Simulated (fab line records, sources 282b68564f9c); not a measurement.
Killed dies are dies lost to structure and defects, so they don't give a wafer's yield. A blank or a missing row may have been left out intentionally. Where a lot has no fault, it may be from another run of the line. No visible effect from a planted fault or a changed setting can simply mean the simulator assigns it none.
Which tool is to blame? + flow ritCmos + 45 wafers from 15 lots sampled at 2 of the route's 202 steps

## WHAT THE GAUGES READ, wafer by wafer
RIT_NRETRO_OVL_MEAS_06.
| lot  | measured    | on         | NRETRO_OVL (nm)                     |
|------|-------------|------------|-------------------------------------|
| L297 | day 2 12:59 | overlay-02 | -2.3 -0.2 -0.5                      |
| L298 | day 2 17:20 | overlay-02 | -1.6 -1.2 -1.5                      |
| L299 | day 2 22:17 | overlay-02 | 0.3 2.3 -0.1                        |
| L301 | day 3 10:23 | overlay-02 | -1.1 1.9 -0.7                       |
| L302 | day 3 15:31 | overlay-02 | -1.6 -3.7 -0.7                      |
| L303 | day 3 17:00 | overlay-02 | 0.9 -0.3 -0.2                       |
| L305 | day 4 03:47 | overlay-01 | -0.5 -0.9 -2.2                      |
| L307 | day 4 14:38 | overlay-01 | -0.2 -1.0 0.8                       |
| L308 | day 5 00:47 | overlay-01 | 1.7 -1.0 -0.4                       |
| L309 | day 5 04:19 | overlay-01 | 417.2 419.8 419.0 417.8 420.0 419.5 |
| L310 | day 5 05:44 | overlay-02 | 417.7 417.5 416.5 418.6 417.4 417.3 |
| L312 | day 5 20:59 | overlay-01 | 420.0 419.5 419.8 420.7 420.2 421.0 |
| L316 | day 7 04:13 | overlay-01 | -0.3 -2.9 -0.6                      |
| L317 | day 7 10:14 | overlay-01 | 0.2 0.5 -0.1                        |
| L319 | day 7 16:59 | overlay-02 | -1.8 -1.8 -1.8                      |

## WHICH TOOL RAN EACH LOT (tool, then ch and the chambers of the sampled wafers, then the start)
| lot  | RIT_NRETRO_EXPOSE_03              |
|------|-----------------------------------|
| L297 | ilineStepper-01 ch 0, day 2 12:35 |
| L298 | ilineStepper-02 ch 0, day 2 16:55 |
| L299 | ilineStepper-01 ch 0, day 2 21:52 |
| L301 | ilineStepper-01 ch 0, day 3 09:57 |
| L302 | ilineStepper-01 ch 0, day 3 15:07 |
| L303 | ilineStepper-02 ch 0, day 3 16:34 |
| L305 | ilineStepper-01 ch 0, day 4 03:21 |
| L307 | ilineStepper-01 ch 0, day 4 14:13 |
| L308 | ilineStepper-02 ch 0, day 5 00:22 |
| L309 | ilineStepper-02 ch 0, day 5 03:53 |
| L310 | ilineStepper-02 ch 0, day 5 05:19 |
| L312 | ilineStepper-02 ch 0, day 5 20:33 |
| L316 | ilineStepper-01 ch 0, day 7 03:48 |
| L317 | ilineStepper-01 ch 0, day 7 09:49 |
| L319 | ilineStepper-01 ch 0, day 7 16:33 |
- RIT_NRETRO_EXPOSE_03: exposes mask M4, target cd 43900 nm.

## WHAT THE TOOLS THEMSELVES READ (means of the sampled wafers that have a number; where no wafer has one, the mark that the record gives instead)
The record holds no such reading with a usual standard deviation.

## THE ANSWER, worked out from the rows above alone
Rule: usual is defined by the lots themselves. The widest of any qualifying gaps counts: lots, ordered by their means at a reading, are off when they make up no more than a third of the lots, leave a main group of 4 or more, and stand apart from it by 3 or more times the standard deviation of that group's means. A main group is skipped when, at the precision printed for the reading in the tables above, its means are all equal. A lot without any number at a reading at which 4 lots or more have one is off too. The other lots that the step has rows for count as sound. Order of review: gauges by route order, followed by the tools' own readings, for which a lot's mean as printed above is used. At the first step where some lot is off, the reading lying furthest off is the one used; lots without a number count as furthest.
Off: L309, L310, L312, seen at RIT_NRETRO_OVL_MEAS_06 (NRETRO_OVL). For the main group the mean is -0.6 nm and the standard deviation 0.88.
A tool fits if, at a process step before that reading, it ran every lot that is off, and no sound lot after the first of them. The gauges at RIT_NRETRO_OVL_MEAS_06 are tried like those tools. One fits: ilineStepper-02 at RIT_NRETRO_EXPOSE_03. A fault onset in the window from L308 (day 5 00:22, its last sound lot) to L309 (day 5 03:53, its first lot off) fits.

## WHAT THE SIMULATOR HAD PUT IN
Scanner matching overlay: ilineStepper-02, from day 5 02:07 on, at RIT_NRETRO_EXPOSE_03. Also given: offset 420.
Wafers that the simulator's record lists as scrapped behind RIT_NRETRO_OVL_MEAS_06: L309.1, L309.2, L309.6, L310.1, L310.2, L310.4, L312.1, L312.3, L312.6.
Lots struck among those shown: L309, L310, L312. The rule above reached the same finding.
